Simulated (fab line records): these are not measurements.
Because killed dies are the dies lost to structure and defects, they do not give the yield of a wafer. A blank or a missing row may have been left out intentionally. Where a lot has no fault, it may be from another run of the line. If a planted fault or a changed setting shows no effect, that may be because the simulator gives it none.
A struck lot beside a sound one :: flow ritCmos :: 17 steps out of a route of 202
Sound: these wafers, L204.2, L204.3, L204.5. Struck: wafer L218.2 (left out: L218.1, L218.4 of the same lot, which were not struck); the cause appears at the end.
At each step with rows: each side's tool, then ch and its chambers, then its first start. Under that, the readings that differ: sound wafers :: struck wafers :: difference of the means :: sigmas: that difference in standard deviations of wafers without a fault.
alike: words and numbers the same on both sides, and readings whose means are apart by under 2 such deviations; not compared: readings that were withheld, readings missing a value for some wafer, numbers with overlapping values and no deviation given by the record, and bounds like >300 which may hide the same value.
Wherever a step has rows on one side only, a row that says differs or no value, or a row with sigmas, the two part there. Numbers that have no deviation but don't overlap get no sigmas and don't part them. Lack of a reading on every wafer of one side parts them only where that side has two or more wafers.

first, 4 steps without rows for these wafers: RIT_CONTACT_SOFTBAKE_04 (time 60 s); RIT_CONTACT_EXPOSE_05 (exposes mask M11, target cd 1000 nm); RIT_CONTACT_PEB_06; RIT_CONTACT_DEVELOP_07 (develop time 120 s).
RIT_CONTACT_CD_MEAS_08: target cd 1000 nm.
  sound: cdSem-01 at day 4 03:16; struck: cdSem-02 at day 7 02:53
  alike: cdNm
RIT_CONTACT_OVL_MEAS_09:
  sound: overlay-02 at day 4 03:23; struck: overlay-02 at day 7 03:00
  alike: CONTACT_OVL
then, 1 step without rows for these wafers: RIT_CONTACT_HARDBAKE_10 (time 60 s).
RIT_CONTACT_ETCH_11: etches SiO2 in CHF3/CF4/Ar, stops on TiSi2, target depth 480 nm, time 320 s.
  sound on rieDiel-03 ch 1,3, day 4 03:34; struck on rieDiel-03 ch 2, day 7 03:11
  alike: chamberPressureMTorr, drypumpMotorCurrentA, oesProductAu, throttleValvePct
  not compared: rfHoursCounterH
RIT_CONTACT_STRIP_12: strips in O2, time 180 s.
  sound on plasmaAsher-02 ch 1, day 4 03:45; struck on plasmaAsher-03 ch 0, day 7 03:23
reading: drypumpMotorCurrentA (A)
sound: 5.2 5.2 5.2
struck: 6.5
difference: +1.3
sigmas: +2
  alike: chamberPressureMTorr
  not compared: rfHoursCounterH
RIT_CONTACT_CD_MEAS_90: target cd 1000 nm.
  sound: cdSem-02 at day 4 03:57; struck: cdSem-01 at day 7 03:34
  alike: cdNm
then, 2 steps without rows for these wafers: RIT_CONTACT_CLEAN_13 (cleans in SC1, time 600 s); RIT_CONTACT_CLEAN_14 (cleans in SC2, time 600 s).
RIT_M1_SPUTTER_00: material Al, target thk 400 nm, time 500 s.
  sound: pvdSputter-04 at day 4 04:34; struck: pvdSputter-04 at day 7 04:13
  alike: throttleValvePct
RIT_M1_RS_MEAS_01: uses a four-point probe to measure.
  sound: filmMetro-01 at day 4 04:53; struck: filmMetro-02 at day 7 04:33
reading: M1_AL_RS (ohm/sq)
sound: 0.0722 0.0730 0.0731
struck: 0.0776
difference: +0.0048
sigmas: +6
RIT_M1_THK_MEAS_02: measures by xrf.
  sound: filmMetro-01 at day 4 05:00; struck: filmMetro-02 at day 7 04:40
reading: M1_AL_THK (nm)
sound: 404 401 399
struck: 376
difference: -25
sigmas: -5
then, 1 step without rows for these wafers: RIT_M1_HMDS_03 (prime time 60 s).
RIT_M1_PROBE_99:
  sound: prober-01 at day 4 08:41; struck: prober-01 at day 7 08:41
  alike: defectLimitedYield, killedAtContacts, killedAtFrontEnd, killedDies, killedOpen, killedShort, sort_bin_3_pad_short, sort_bin_5_function, sort_bin_6_memory, sortNPass, sortYieldPct

WHERE THEY PART
First at RIT_CONTACT_STRIP_12; last, within this record, at RIT_M1_THK_MEAS_02. Later steps at which nothing parts them and some readings are alike: RIT_M1_PROBE_99.

WHY: the cause the simulator had injected
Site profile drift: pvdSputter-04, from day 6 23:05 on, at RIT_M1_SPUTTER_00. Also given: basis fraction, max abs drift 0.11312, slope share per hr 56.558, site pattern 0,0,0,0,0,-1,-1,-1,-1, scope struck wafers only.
